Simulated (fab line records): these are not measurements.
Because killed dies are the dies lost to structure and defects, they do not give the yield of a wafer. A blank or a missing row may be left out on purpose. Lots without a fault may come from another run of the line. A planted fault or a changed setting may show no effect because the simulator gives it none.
8D (eight disciplines) problem report, filled in by code	flow berkeley_cmos170	the parts of the form that need people (team, actions taken, sign-off) are left out

== 1. WHAT IS WRONG ==
Mean of beam_energy_keV at UCB170_PLDD_IMPLANT_09: 10.221 across 9 wafers in 3 lots; on wafers with no fault it is 10.000 (standard deviation 0.0035). That puts it +63 standard deviations away from the usual mean.
First seen on wafer L852.2, day 7 13:17, on implanter-02. The record has a number at this step for 45 wafers belonging to 15 lots. Rule for "out" (also "out of limits"): further than 4 standard deviations from the usual mean. The other wafers with a number count as sound.

== 2. WHAT IT IS, AND WHAT IT ISN'T ==
question	is	is not
which readings at this step	beam_energy_keV	faraday_current_uA, tilt_deg
which lots	L852, L853, L854	L846, L847, L848, L849, L850, L851, L855, L862, L865, L867, L868, L869
which wafers of those lots	all that have a number	-
read on which tools	implanter-02	implanter-04
when	from day 7 13:17	up to then (18 sound wafers); but 18 sound wafers of L855, L862, L865, L867, L868, L869 came after

== 3. SUSPECTS, AND WHAT RULES EACH OUT ==
Counting: any tool at a process step up to the reading is kept as a suspect provided that every lot that is out went through it and no sound lot did after the first of them.
- implanter-02 at UCB170_PLDD_IMPLANT_09: ruled out as a lasting fault. Following L852 (day 7 13:17), the first lot on it that is out, the sound lots L869, L868 were run on it.
Left after counting: nothing in the record.

== 4. THE CAUSE (what the simulator had put in) ==
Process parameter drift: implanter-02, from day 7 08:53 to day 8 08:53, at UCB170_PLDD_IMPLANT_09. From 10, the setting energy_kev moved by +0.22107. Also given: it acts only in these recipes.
Counting ruled it out, wrongly.

== 5. THE EFFECT CHAIN, in route order ==
Each row: a reading whose mean over the struck wafers that have a number lies more than 3 standard deviations from the usual. Only readings for which the record gives a usual standard deviation are gone through. hours: the time from each lot's start at the first step in this table that gives one to its start at this step, as a median over the lots. sigmas: the change in usual standard deviations.
hours	step	reading	usual	on struck wafers	change	sigmas
0	UCB170_PLDD_IMPLANT_09	beam_energy_keV	10.000	10.221	+0.221	+63
Its process steps:
- UCB170_PLDD_IMPLANT_09
At these later measuring or inspecting steps, every struck wafer for which the step has a row has a number for every such reading, and none has moved that far: UCB170_PSD_TW_MEAS_10, UCB170_CONTACT_CD_MEAS_15.

== 6. HOW IT WOULD HAVE BEEN CAUGHT EARLIER ==
The fault began at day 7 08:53; the first out-of-limits reading in this record came at day 7 13:17, 4 hours later.
